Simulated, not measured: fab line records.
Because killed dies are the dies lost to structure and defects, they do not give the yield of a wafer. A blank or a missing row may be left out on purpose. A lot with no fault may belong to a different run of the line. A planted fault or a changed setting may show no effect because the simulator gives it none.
What tool caused it? || flow berkeley_cmos170 || 14 lots, 42 wafers sampled, at 5 steps of a route of 331

WHAT THE GAUGES READ, wafer by wafer
UCB170_START_BOW_MEAS_00.
{"lot": "L568", "measured": "day 1 10:00", "on": "film_metro-02", "INCOMING_BOW (um)": "-1 -11 12"}
{"lot": "L569", "measured": "day 1 15:00", "on": "film_metro-03", "INCOMING_BOW (um)": "-3 -6 1"}
{"lot": "L570", "measured": "day 1 20:01", "on": "film_metro-02", "INCOMING_BOW (um)": "3 1 -2"}
{"lot": "L572", "measured": "day 2 06:00", "on": "film_metro-02", "INCOMING_BOW (um)": "15 -4 -6"}
{"lot": "L573", "measured": "day 2 11:00", "on": "film_metro-02", "INCOMING_BOW (um)": "8 -9 1"}
{"lot": "L578", "measured": "day 3 12:00", "on": "film_metro-03", "INCOMING_BOW (um)": "-2 4 1"}
{"lot": "L581", "measured": "day 4 03:02", "on": "film_metro-03", "INCOMING_BOW (um)": "5 13 -7"}
{"lot": "L582", "measured": "day 4 08:01", "on": "film_metro-02", "INCOMING_BOW (um)": "0 -9 -8"}
{"lot": "L583", "measured": "day 4 13:00", "on": "film_metro-02", "INCOMING_BOW (um)": "4 -1 -11"}
{"lot": "L585", "measured": "day 4 23:02", "on": "film_metro-02", "INCOMING_BOW (um)": "-3 -5 -6"}
{"lot": "L587", "measured": "day 5 09:02", "on": "film_metro-03", "INCOMING_BOW (um)": "-8 -3 14"}
{"lot": "L588", "measured": "day 5 14:01", "on": "film_metro-01", "INCOMING_BOW (um)": "-8 3 1"}
{"lot": "L589", "measured": "day 5 19:00", "on": "film_metro-03", "INCOMING_BOW (um)": "-18 5 1"}
{"lot": "L591", "measured": "day 6 05:04", "on": "film_metro-02", "INCOMING_BOW (um)": "-5 -1 2"}

UCB170_NWELL_TW_MEAS_16.
{"lot": "L568", "measured": "day 2 15:41", "on": "film_metro-04", "NWELL_TW": "1258 1258 1253"}
{"lot": "L569", "measured": "day 2 22:20", "on": "film_metro-02", "NWELL_TW": "1265 1265 1263"}
{"lot": "L570", "measured": "day 2 22:36", "on": "film_metro-04", "NWELL_TW": "1255 1255 1254"}
{"lot": "L572", "measured": "day 3 08:50", "on": "film_metro-04", "NWELL_TW": "1250 1248 1242"}
{"lot": "L573", "measured": "day 3 09:07", "on": "film_metro-02", "NWELL_TW": "1256 1258 1250"}
{"lot": "L578", "measured": "day 4 17:32", "on": "film_metro-04", "NWELL_TW": "1210 1204 1204"}
{"lot": "L581", "measured": "day 5 00:28", "on": "film_metro-02", "NWELL_TW": "1202 1210 1201"}
{"lot": "L582", "measured": "day 5 00:42", "on": "film_metro-02", "NWELL_TW": "1246 1258 1259"}
{"lot": "L583", "measured": "day 5 17:32", "on": "film_metro-02", "NWELL_TW": "1259 1253 1259"}
{"lot": "L585", "measured": "day 6 06:03", "on": "film_metro-01", "NWELL_TW": "1250 1255 1258"}
{"lot": "L587", "measured": "day 6 13:53", "on": "film_metro-01", "NWELL_TW": "1251 1256 1257"}
{"lot": "L588", "measured": "day 6 13:36", "on": "film_metro-01", "NWELL_TW": "1251 1252 1254"}
{"lot": "L589", "measured": "day 6 21:44", "on": "film_metro-02", "NWELL_TW": "1263 1255 1261"}
{"lot": "L591", "measured": "day 7 09:29", "on": "film_metro-04", "NWELL_TW": "1260 1259 1251"}

UCB170_PFIELD_TW_MEAS_09.
{"lot": "L568", "measured": "day 4 23:48", "on": "film_metro-02", "PFIELD_TW": "608 606 608"}
{"lot": "L569", "measured": "day 5 07:16", "on": "film_metro-01", "PFIELD_TW": "601 603 601"}
{"lot": "L570", "measured": "day 5 08:04", "on": "film_metro-04", "PFIELD_TW": "598 606 602"}
{"lot": "L572", "measured": "day 6 01:08", "on": "film_metro-02", "PFIELD_TW": "608 606 606"}
{"lot": "L573", "measured": "day 6 00:58", "on": "film_metro-01", "PFIELD_TW": "604 606 605"}
{"lot": "L578", "measured": "day 6 19:47", "on": "film_metro-04", "PFIELD_TW": "602 601 604"}
{"lot": "L581", "measured": "day 7 09:37", "on": "film_metro-02", "PFIELD_TW": "608 606 607"}
{"lot": "L582", "measured": "day 7 09:46", "on": "film_metro-01", "PFIELD_TW": "610 611 608"}
{"lot": "L583", "measured": "day 8 01:26", "on": "film_metro-04", "PFIELD_TW": "605 602 604"}
{"lot": "L585", "measured": "day 8 10:39", "on": "film_metro-04", "PFIELD_TW": "606 604 606"}
{"lot": "L587", "measured": "day 9 02:28", "on": "film_metro-01", "PFIELD_TW": "605 604 606"}
{"lot": "L588", "measured": "day 9 02:13", "on": "film_metro-04", "PFIELD_TW": "600 601 605"}
{"lot": "L589", "measured": "day 9 14:44", "on": "film_metro-02", "PFIELD_TW": "610 604 606"}
{"lot": "L591", "measured": "day 9 22:41", "on": "film_metro-04", "PFIELD_TW": "601 603 600"}

TOOL THAT RAN EACH LOT (tool first, then ch and the chambers of the sampled wafers, then the start)
{"lot": "L568", "UCB170_NWELL_IMPLANT_14": "implanter-03 ch 0, day 2 15:26", "UCB170_PWELL_STRIP_16": "plasma_asher-03 ch 0,1, day 3 10:53"}
{"lot": "L569", "UCB170_NWELL_IMPLANT_14": "implanter-04 ch 0, day 2 22:04", "UCB170_PWELL_STRIP_16": "plasma_asher-04 ch 1, day 3 18:16"}
{"lot": "L570", "UCB170_NWELL_IMPLANT_14": "implanter-01 ch 0, day 2 22:22", "UCB170_PWELL_STRIP_16": "plasma_asher-01 ch 0,1, day 3 18:11"}
{"lot": "L572", "UCB170_NWELL_IMPLANT_14": "implanter-03 ch 0, day 3 08:35", "UCB170_PWELL_STRIP_16": "plasma_asher-04 ch 0,1, day 4 08:50"}
{"lot": "L573", "UCB170_NWELL_IMPLANT_14": "implanter-03 ch 0, day 3 08:52", "UCB170_PWELL_STRIP_16": "plasma_asher-01 ch 0,1, day 4 08:34"}
{"lot": "L578", "UCB170_NWELL_IMPLANT_14": "implanter-03 ch 0, day 4 17:17", "UCB170_PWELL_STRIP_16": "plasma_asher-03 ch 0,1, day 5 12:52"}
{"lot": "L581", "UCB170_NWELL_IMPLANT_14": "implanter-03 ch 0, day 5 00:14", "UCB170_PWELL_STRIP_16": "plasma_asher-03 ch 0,1, day 5 23:14"}
{"lot": "L582", "UCB170_NWELL_IMPLANT_14": "implanter-04 ch 0, day 5 00:28", "UCB170_PWELL_STRIP_16": "plasma_asher-01 ch 0,1, day 5 23:27"}
{"lot": "L583", "UCB170_NWELL_IMPLANT_14": "implanter-01 ch 0, day 5 17:17", "UCB170_PWELL_STRIP_16": "plasma_asher-03 ch 0,1, day 6 12:10"}
{"lot": "L585", "UCB170_NWELL_IMPLANT_14": "implanter-04 ch 0, day 6 05:50", "UCB170_PWELL_STRIP_16": "plasma_asher-04 ch 0,1, day 7 01:25"}
{"lot": "L587", "UCB170_NWELL_IMPLANT_14": "implanter-04 ch 0, day 6 13:40", "UCB170_PWELL_STRIP_16": "plasma_asher-01 ch 0,1, day 7 12:08"}
{"lot": "L588", "UCB170_NWELL_IMPLANT_14": "implanter-04 ch 0, day 6 13:22", "UCB170_PWELL_STRIP_16": "plasma_asher-03 ch 0,1, day 7 12:20"}
{"lot": "L589", "UCB170_NWELL_IMPLANT_14": "implanter-04 ch 0, day 6 21:29", "UCB170_PWELL_STRIP_16": "plasma_asher-03 ch 0,1, day 7 19:46"}
{"lot": "L591", "UCB170_NWELL_IMPLANT_14": "implanter-04 ch 0, day 7 09:17", "UCB170_PWELL_STRIP_16": "plasma_asher-01 ch 0,1, day 8 05:08"}
- UCB170_NWELL_IMPLANT_14
- UCB170_PWELL_STRIP_16: strips in O2.

AS READ BY THE TOOLS THEMSELVES (means over the sampled wafers that have a number; for cases with no such wafer, the mark the record gives instead)
UCB170_NWELL_IMPLANT_14.
{"lot": "L568", "tool": "implanter-03", "dose_ions_cm2": 9.9980e+12, "faraday_current_uA": 32.1}
{"lot": "L569", "tool": "implanter-04", "dose_ions_cm2": 9.9993e+12, "faraday_current_uA": 31.9}
{"lot": "L570", "tool": "implanter-01", "dose_ions_cm2": 1.0004e+13, "faraday_current_uA": 31.6}
{"lot": "L572", "tool": "implanter-03", "dose_ions_cm2": 9.9913e+12, "faraday_current_uA": 31.7}
{"lot": "L573", "tool": "implanter-03", "dose_ions_cm2": 9.9993e+12, "faraday_current_uA": 31.9}
{"lot": "L578", "tool": "implanter-03", "dose_ions_cm2": 8.7867e+12, "faraday_current_uA": 28.2}
{"lot": "L581", "tool": "implanter-03", "dose_ions_cm2": 8.7957e+12, "faraday_current_uA": 28.3}
{"lot": "L582", "tool": "implanter-04", "dose_ions_cm2": 9.9773e+12, "faraday_current_uA": 31.4}
{"lot": "L583", "tool": "implanter-01", "dose_ions_cm2": 1.0004e+13, "faraday_current_uA": 31.6}
{"lot": "L585", "tool": "implanter-04", "dose_ions_cm2": 9.9930e+12, "faraday_current_uA": 32.0}
{"lot": "L587", "tool": "implanter-04", "dose_ions_cm2": 1.0001e+13, "faraday_current_uA": 31.6}
{"lot": "L588", "tool": "implanter-04", "dose_ions_cm2": 9.9863e+12, "faraday_current_uA": 31.6}
{"lot": "L589", "tool": "implanter-04", "dose_ions_cm2": 1.0008e+13, "faraday_current_uA": 31.6}
{"lot": "L591", "tool": "implanter-04", "dose_ions_cm2": 1.0003e+13, "faraday_current_uA": 31.7}

UCB170_PWELL_STRIP_16.
{"lot": "L568", "tool": "plasma_asher-03", "drypump_motor_current_A (A)": 5.80, "oes_product_au (a.u.)": 0.720, "strip_time_to_endpoint_s (s)": 18.11}
{"lot": "L569", "tool": "plasma_asher-04", "drypump_motor_current_A (A)": 5.93, "oes_product_au (a.u.)": 0.721, "strip_time_to_endpoint_s (s)": 18.03}
{"lot": "L570", "tool": "plasma_asher-01", "drypump_motor_current_A (A)": 5.71, "oes_product_au (a.u.)": 0.723, "strip_time_to_endpoint_s (s)": 18.00}
{"lot": "L572", "tool": "plasma_asher-04", "drypump_motor_current_A (A)": 5.79, "oes_product_au (a.u.)": 0.724, "strip_time_to_endpoint_s (s)": 18.18}
{"lot": "L573", "tool": "plasma_asher-01", "drypump_motor_current_A (A)": 5.97, "oes_product_au (a.u.)": 0.721, "strip_time_to_endpoint_s (s)": 17.96}
{"lot": "L578", "tool": "plasma_asher-03", "drypump_motor_current_A (A)": 5.86, "oes_product_au (a.u.)": 0.719, "strip_time_to_endpoint_s (s)": 17.91}
{"lot": "L581", "tool": "plasma_asher-03", "drypump_motor_current_A (A)": 5.86, "oes_product_au (a.u.)": 0.720, "strip_time_to_endpoint_s (s)": 18.06}
{"lot": "L582", "tool": "plasma_asher-01", "drypump_motor_current_A (A)": 5.71, "oes_product_au (a.u.)": 0.720, "strip_time_to_endpoint_s (s)": 18.18}
{"lot": "L583", "tool": "plasma_asher-03", "drypump_motor_current_A (A)": 5.83, "oes_product_au (a.u.)": 0.724, "strip_time_to_endpoint_s (s)": 18.15}
{"lot": "L585", "tool": "plasma_asher-04", "drypump_motor_current_A (A)": 5.77, "oes_product_au (a.u.)": 0.719, "strip_time_to_endpoint_s (s)": 18.04}
{"lot": "L587", "tool": "plasma_asher-01", "drypump_motor_current_A (A)": 5.71, "oes_product_au (a.u.)": 0.720, "strip_time_to_endpoint_s (s)": 18.01}
{"lot": "L588", "tool": "plasma_asher-03", "drypump_motor_current_A (A)": 5.80, "oes_product_au (a.u.)": 0.721, "strip_time_to_endpoint_s (s)": 18.03}
{"lot": "L589", "tool": "plasma_asher-03", "drypump_motor_current_A (A)": 5.82, "oes_product_au (a.u.)": 0.718, "strip_time_to_endpoint_s (s)": 18.19}
{"lot": "L591", "tool": "plasma_asher-01", "drypump_motor_current_A (A)": 5.96, "oes_product_au (a.u.)": 0.720, "strip_time_to_endpoint_s (s)": 18.04}

THE ANSWER, worked out from the rows above alone
Rule: the lots themselves supply what counts as usual. Put in order of their means at a reading, lots are off if they are a third of the lots or fewer, leave a main group of 4 or more, and stand apart from it by a gap of 3 or more times the standard deviation of the main group's means; of several such gaps the widest counts. If all means in a main group match to the digits the tables above print for the reading, that group is not used. Also off: a lot with no number at a reading for which 4 or more lots have one. All remaining lots with rows at the step are treated as sound. After the gauges, taken in route order, come the tools' own readings; for these a lot's mean is taken, as printed above. The first step at which some lot is off is used, and at that step the reading that is off furthest; a lot without a number counts as furthest.
Off: L578, L581, seen at UCB170_NWELL_TW_MEAS_16 (NWELL_TW). For the main group the mean is 1255 and the standard deviation 4.
If a tool, at a process step before that reading, ran all the lots that are off and no sound lot after the first of them, it fits. Not tried: the gauges at UCB170_NWELL_TW_MEAS_16; whatever is off there is also off at UCB170_NWELL_IMPLANT_14, on other tools, and gauge error can't account for it. One candidate fits, namely implanter-03 at UCB170_NWELL_IMPLANT_14. A fault onset in the window from L573 (day 3 08:52, its last sound lot) to L578 (day 4 17:17, its first lot off) fits.
The tool's own readings at UCB170_NWELL_IMPLANT_14 bear it out: on the lots that are off they differ by more than 5 times the standard deviation of the sound lots' means. dose_ions_cm2 reads 8.7912e+12 there against 9.9970e+12 on the sound lots; faraday_current_uA reads 28.2 there against 31.7 on the sound lots.

WHAT THE SIMULATOR HAD INSERTED
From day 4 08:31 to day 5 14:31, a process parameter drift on implanter-03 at UCB170_NWELL_IMPLANT_14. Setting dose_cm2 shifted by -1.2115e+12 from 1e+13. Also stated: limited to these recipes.
Lots struck among those shown: L578, L581. The rule given above showed the same thing.
